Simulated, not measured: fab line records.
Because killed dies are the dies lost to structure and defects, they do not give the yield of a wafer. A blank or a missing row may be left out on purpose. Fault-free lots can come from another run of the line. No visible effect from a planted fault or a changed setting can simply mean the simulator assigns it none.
2 desks, one fault + flow ritCmos + every desk sees just its own numbers, and what lay behind them comes last

FROM THE METROLOGY DESK
What the gauges read for every lot (on any tool): the sampled wafers with a number, averaged. A lot is out of limits, marked OUT, if its mean lies more than 4 standard deviations from the usual mean; the brackets give that distance.
Columns: A = NSD_OVL at RIT_NSD_OVL_MEAS_06, usual -0.3 nm; B = NSD_TW at RIT_NSD_TW_MEAS_10, usual 3123; C = PSD_OVL at RIT_PSD_OVL_MEAS_06, usual 0.9 nm
| lot  | first seen here | A    | B    | C   |
|------|-----------------|------|------|-----|
| L315 | day 3 01:52     | 0.4  | 3118 | 1.1 |
| L318 | day 3 14:28     | -2.3 | 3129 | 0.2 |
| L323 | day 4 16:59     | -1.3 | 3143 | 3.1 |
| L327 | day 5 13:17     | 0.9  | 3123 | 0.2 |
| L331 | day 6 08:25     | -0.6 | 3099 | 0.3 |
| L338 | day 7 19:12     | 1.9  | 3137 | 1.6 |
This desk's finding: nothing out of limits on any of the 6 lots.

THE TOOL OWNER'S DESK: lithoTrack-01
At RIT_PSD_SOFTBAKE_02 (time 60 s), the tool's own readings, given per lot that ran on this tool as the mean of the sampled wafers with a number. A lot is out of limits, marked OUT, if its mean lies more than 4 standard deviations from the usual mean; the brackets give that distance.
Columns: A = exhaustPa at RIT_PSD_SOFTBAKE_02, usual 45.2 Pa; B = heaterPowerTotalW at RIT_PSD_SOFTBAKE_02, usual 34.57 W; C = plateTempC at RIT_PSD_SOFTBAKE_02, usual 89.99 C
| lot  | first seen here | A    | B               | C               |
|------|-----------------|------|-----------------|-----------------|
| L318 | day 3 15:41     | 44.6 | 34.66           | 89.96           |
| L323 | day 4 17:51     | 45.2 | 38.51 (+72) OUT | 97.35 (+61) OUT |
| L327 | day 5 14:11     | 45.4 | 38.47 (+71) OUT | 97.18 (+60) OUT |
This desk's finding: out of limits on L323, L327; first on L323, day 4 17:51 (heaterPowerTotalW at RIT_PSD_SOFTBAKE_02). In limits: L318.

ALL TOGETHER
On L323, L327, at day 4 17:51, an alarm was possible from the tool owner's desk.
From the metrology desk's view, nothing was out of limits.
The metrology desk has L323, L327 on record, within its limits.
On lithoTrack-01, each named lot ran RIT_PSD_SOFTBAKE_02.

WHAT HAD BEEN PUT IN BY THE SIMULATOR
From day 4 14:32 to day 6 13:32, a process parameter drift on lithoTrack-01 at RIT_PSD_SOFTBAKE_02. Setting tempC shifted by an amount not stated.
Shown lots that were struck: L323, L327.
Delay in hours, fault start to first out-of-limits reading, by desk: the tool owner's desk at 3.
